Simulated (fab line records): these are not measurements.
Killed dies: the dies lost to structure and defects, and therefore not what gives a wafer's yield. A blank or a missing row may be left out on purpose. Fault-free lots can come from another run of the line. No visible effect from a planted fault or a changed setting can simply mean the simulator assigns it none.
Split-lot study / flow berkeleyCmos170 / 5 lots, 23 wafers read, on a route of 331 steps

== ABOUT THE SPLIT ==
At UCB170_NSD_COAT_01 (resist thk 900 nm), the setting resistThkNm was moved away from the recipe's 900 nm on 9 of the 23 wafers read, by -5.5% to +4.5%. For the rest of the wafers, this setting stayed at what the recipe calls for.

Reading taken at the split's own step.

== THE READING ==
KrF_of_NSD_COAT_01.thkNm (the simulator's own value, which no gauge read), in nm, at UCB170_NSD_COAT_01 (resist thk 900 nm). The file does not state a usual value for it. Across the 14 wafers here that went through the recipe, the average is 896.2 nm and the standard deviation 2.2 nm.

wafer=L074.2; tool, chamber at the split=lithoTrack-01, 0; resistThkNm as run, nm=900; against the recipe=recipe; KrF_of_NSD_COAT_01.thkNm, nm=898.8; against lot-mates on the recipe=-
wafer=L074.3; tool, chamber at the split=lithoTrack-01, 0; resistThkNm as run, nm=900; against the recipe=recipe; KrF_of_NSD_COAT_01.thkNm, nm=895.9; against lot-mates on the recipe=-
wafer=L074.4; tool, chamber at the split=lithoTrack-01, 0; resistThkNm as run, nm=872.4; against the recipe=-3.1%; KrF_of_NSD_COAT_01.thkNm, nm=869.5; against lot-mates on the recipe=-27.8
wafer=L074.6; tool, chamber at the split=lithoTrack-01, 0; resistThkNm as run, nm=872.4; against the recipe=-3.1%; KrF_of_NSD_COAT_01.thkNm, nm=869.5; against lot-mates on the recipe=-27.8
wafer=L074.5; tool, chamber at the split=lithoTrack-01, 0; resistThkNm as run, nm=872.4; against the recipe=-3.1%; KrF_of_NSD_COAT_01.thkNm, nm=872.5; against lot-mates on the recipe=-24.8
wafer=L076.1; tool, chamber at the split=lithoTrack-01, 0; resistThkNm as run, nm=850.9; against the recipe=-5.5%; KrF_of_NSD_COAT_01.thkNm, nm=844.1; against lot-mates on the recipe=-51.5
wafer=L076.2; tool, chamber at the split=lithoTrack-01, 0; resistThkNm as run, nm=900; against the recipe=recipe; KrF_of_NSD_COAT_01.thkNm, nm=896.3; against lot-mates on the recipe=-
wafer=L076.3; tool, chamber at the split=lithoTrack-01, 0; resistThkNm as run, nm=900; against the recipe=recipe; KrF_of_NSD_COAT_01.thkNm, nm=894.6; against lot-mates on the recipe=-
wafer=L076.4; tool, chamber at the split=lithoTrack-01, 0; resistThkNm as run, nm=900; against the recipe=recipe; KrF_of_NSD_COAT_01.thkNm, nm=895.8; against lot-mates on the recipe=-
wafer=L076.5; tool, chamber at the split=lithoTrack-01, 0; resistThkNm as run, nm=850.9; against the recipe=-5.5%; KrF_of_NSD_COAT_01.thkNm, nm=848.6; against lot-mates on the recipe=-47.0
wafer=L078.1; tool, chamber at the split=lithoTrack-02, 0; resistThkNm as run, nm=900; against the recipe=recipe; KrF_of_NSD_COAT_01.thkNm, nm=899; against lot-mates on the recipe=-
wafer=L078.3; tool, chamber at the split=lithoTrack-02, 0; resistThkNm as run, nm=900; against the recipe=recipe; KrF_of_NSD_COAT_01.thkNm, nm=896.2; against lot-mates on the recipe=-
wafer=L078.6; tool, chamber at the split=lithoTrack-02, 0; resistThkNm as run, nm=900; against the recipe=recipe; KrF_of_NSD_COAT_01.thkNm, nm=895.4; against lot-mates on the recipe=-
wafer=L083.1; tool, chamber at the split=lithoTrack-02, 0; resistThkNm as run, nm=881.1; against the recipe=-2.1%; KrF_of_NSD_COAT_01.thkNm, nm=873.9; against lot-mates on the recipe=-19.5
wafer=L083.2; tool, chamber at the split=lithoTrack-02, 0; resistThkNm as run, nm=900; against the recipe=recipe; KrF_of_NSD_COAT_01.thkNm, nm=892.1; against lot-mates on the recipe=-
wafer=L083.4; tool, chamber at the split=lithoTrack-02, 0; resistThkNm as run, nm=900; against the recipe=recipe; KrF_of_NSD_COAT_01.thkNm, nm=895; against lot-mates on the recipe=-
wafer=L083.5; tool, chamber at the split=lithoTrack-02, 0; resistThkNm as run, nm=881.1; against the recipe=-2.1%; KrF_of_NSD_COAT_01.thkNm, nm=876.3; against lot-mates on the recipe=-17.1
wafer=L083.6; tool, chamber at the split=lithoTrack-02, 0; resistThkNm as run, nm=900; against the recipe=recipe; KrF_of_NSD_COAT_01.thkNm, nm=893.1; against lot-mates on the recipe=-
wafer=L085.1; tool, chamber at the split=lithoTrack-03, 0; resistThkNm as run, nm=900; against the recipe=recipe; KrF_of_NSD_COAT_01.thkNm, nm=896.8; against lot-mates on the recipe=-
wafer=L085.2; tool, chamber at the split=lithoTrack-03, 0; resistThkNm as run, nm=900; against the recipe=recipe; KrF_of_NSD_COAT_01.thkNm, nm=900.6; against lot-mates on the recipe=-
wafer=L085.4; tool, chamber at the split=lithoTrack-03, 0; resistThkNm as run, nm=900; against the recipe=recipe; KrF_of_NSD_COAT_01.thkNm, nm=897.1; against lot-mates on the recipe=-
wafer=L085.5; tool, chamber at the split=lithoTrack-03, 0; resistThkNm as run, nm=940.8; against the recipe=+4.5%; KrF_of_NSD_COAT_01.thkNm, nm=938.2; against lot-mates on the recipe=+40.0
wafer=L085.6; tool, chamber at the split=lithoTrack-03, 0; resistThkNm as run, nm=940.8; against the recipe=+4.5%; KrF_of_NSD_COAT_01.thkNm, nm=939.8; against lot-mates on the recipe=+41.6

THE FIT
A straight line over all 23 wafers: KrF_of_NSD_COAT_01.thkNm changes by +9.16 nm for each +1% of resistThkNm; r = +0.99; the points scatter about the line by 2.3 nm.
The same after taking each lot's own level away (the mean of its wafers on the recipe; 23 wafers): +8.96 nm for each +1%; r = +1.00; scatter 1.5 nm.
Per that fit: largest resistThkNm move, reading shift of 49 nm.
Measured against the standard deviation above, the lots' own levels, which go from 893.40 to 898.17 nm, span 2.2 times it.
Hence the lot-to-lot level has little effect on the slope; both slopes agree.
Check: with one of the wafers moved furthest among these (-5.5%) left out of the fit, the line predicts -48 nm for it against its lot-mates. It came out at -51.5 nm against them.

== THE WHOLE CHAIN: every reading that the file lists as answering this split, in the file's order ==
step=UCB170_NSD_COAT_01; what it does=resist thk 900 nm; reading=KrF_of_NSD_COAT_01.thkNm (the simulator's own value, which no gauge read); change (the file's fit)=+8.96 nm for each +1% of the setting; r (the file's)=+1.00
step=UCB170_NSD_STRIP_09; what it does=strips in O2; reading=stripTimeToEndpointS; change (the file's fit)=withheld for each +1% of the setting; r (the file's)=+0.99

== THE FILE'S OWN FIT ==
KrF_of_NSD_COAT_01.thkNm changes by +8.96 nm for each +1% of resistThkNm, r = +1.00.
